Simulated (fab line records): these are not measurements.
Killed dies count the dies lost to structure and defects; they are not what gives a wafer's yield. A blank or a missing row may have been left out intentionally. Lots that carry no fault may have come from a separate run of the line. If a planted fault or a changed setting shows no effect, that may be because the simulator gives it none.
Split-lot study + flow rit_cmos + 23 wafers read from 5 lots, route of 202 steps

ABOUT THE SPLIT
At RIT_PSD_SOFTBAKE_02 (time 60 s), the setting temp_c was moved away from the recipe's 90 C on 9 of the 23 wafers read, by -3.3% to +1.8%. All remaining wafers had this setting at the recipe value.

FROM THE SPLIT TO THE READING: what the file shows between them, 2 steps
- RIT_PSD_EXPOSE_03: exposes mask M10, target cd 40900 nm
- RIT_PSD_PEB_04

THE READING
NOVOLAK_of_PSD_COAT_01.thk_nm (the simulator's own value, which no gauge read), in nm, at RIT_PSD_DEVELOP_05 (develop time 50 s). The file does not state a usual value for it. Across the 14 wafers here that went through the recipe, the average is 999.9 nm and the standard deviation 2.5 nm.

| wafer  | tool, chamber at the split | temp_c as run, C | against the recipe | NOVOLAK_of_PSD_COAT_01.thk_nm, nm | against lot-mates on the recipe |
|--------|----------------------------|------------------|--------------------|-----------------------------------|---------------------------------|
| L074.1 | litho_track-04, 0          | 87.97            | -2.3%              | 999.5                             | +2.8                            |
| L074.2 | litho_track-04, 0          | 90               | recipe             | 995.7                             | -                               |
| L074.3 | litho_track-04, 0          | 87.97            | -2.3%              | 999.9                             | +3.2                            |
| L074.5 | litho_track-04, 0          | 90               | recipe             | 997.6                             | -                               |
| L074.6 | litho_track-04, 0          | 87.97            | -2.3%              | 1003                              | +6.3                            |
| L078.1 | litho_track-03, 0          | 90               | recipe             | 1003                              | -                               |
| L078.6 | litho_track-03, 0          | 90               | recipe             | 1003                              | -                               |
| L078.2 | litho_track-03, 0          | 91.62            | +1.8%              | 1000                              | -2.3                            |
| L078.5 | litho_track-03, 0          | 91.62            | +1.8%              | 1000                              | -2.3                            |
| L078.4 | litho_track-03, 0          | 90               | recipe             | 1001                              | -                               |
| L080.1 | litho_track-01, 0          | 90               | recipe             | 1001                              | -                               |
| L080.2 | litho_track-01, 0          | 90               | recipe             | 1003                              | -                               |
| L080.6 | litho_track-01, 0          | 90               | recipe             | 1003                              | -                               |
| L080.3 | litho_track-01, 0          | 87.3             | -3.0%              | 1008                              | +5.7                            |
| L080.4 | litho_track-01, 0          | 87.3             | -3.0%              | 1011                              | +8.7                            |
| L082.2 | litho_track-04, 0          | 90               | recipe             | 998.4                             | -                               |
| L082.3 | litho_track-04, 0          | 90               | recipe             | 996.3                             | -                               |
| L082.5 | litho_track-04, 0          | 90               | recipe             | 1000                              | -                               |
| L084.1 | litho_track-03, 0          | 86.99            | -3.3%              | 1007                              | +8.4                            |
| L084.2 | litho_track-03, 0          | 90               | recipe             | 998.7                             | -                               |
| L084.3 | litho_track-03, 0          | 90               | recipe             | 997.9                             | -                               |
| L084.5 | litho_track-03, 0          | 90               | recipe             | 999.3                             | -                               |
| L084.6 | litho_track-03, 0          | 86.99            | -3.3%              | 1006                              | +7.4                            |

FIT RESULTS
A straight line over all 23 wafers: NOVOLAK_of_PSD_COAT_01.thk_nm changes by -1.63 nm for each +1% of temp_c; r = -0.65; the points scatter about the line by 2.9 nm.
The same after taking each lot's own level away (the mean of its wafers on the recipe; 23 wafers): -2.07 nm for each +1%; r = -0.93; scatter 1.3 nm.
According to that fit, moving temp_c by its largest amount changes the reading by 6.9 nm.
Measured against the standard deviation above, the lots' own levels, which go from 996.65 to 1002.33 nm, span 2.3 times it.
So the lot-to-lot level blurs the effect unless lot-mates are compared.
Check: for one of the wafers moved furthest among these (-3.3%), held out of the fit, the line's prediction against its lot-mates is +6.87 nm. It came out at +8.37 nm against them.

THESE WAFERS: OTHER SPLITS
Note: prior to the reading, these wafers also went through further splits. Each is held against what the fit with the lots' levels taken away leaves over:
| other split on the same wafers | wafers away from the commonest value | r with NOVOLAK_of_PSD_COAT_01.thk_nm (lot level and that fit taken away) |
|--------------------------------|--------------------------------------|--------------------------------------------------------------------------|
| RIT_GATE_EXPOSE_13 dose_mj     | 4                                    | -0.05                                                                    |
| RIT_REOX_OXIDATION_03 temp_c   | 10                                   | -0.07                                                                    |
| RIT_PLDD_STRIP_09 o2_flow_sccm | 5                                    | +0.13                                                                    |
| RIT_NSD_COAT_01 spin_rpm       | 7                                    | -0.31                                                                    |
| RIT_NSD_IMPLANT_08 dose_cm2    | 10                                   | -0.11                                                                    |

THE FILE'S OWN FIT
NOVOLAK_of_PSD_COAT_01.thk_nm changes by -2.17 nm for each +1% of temp_c, r = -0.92.
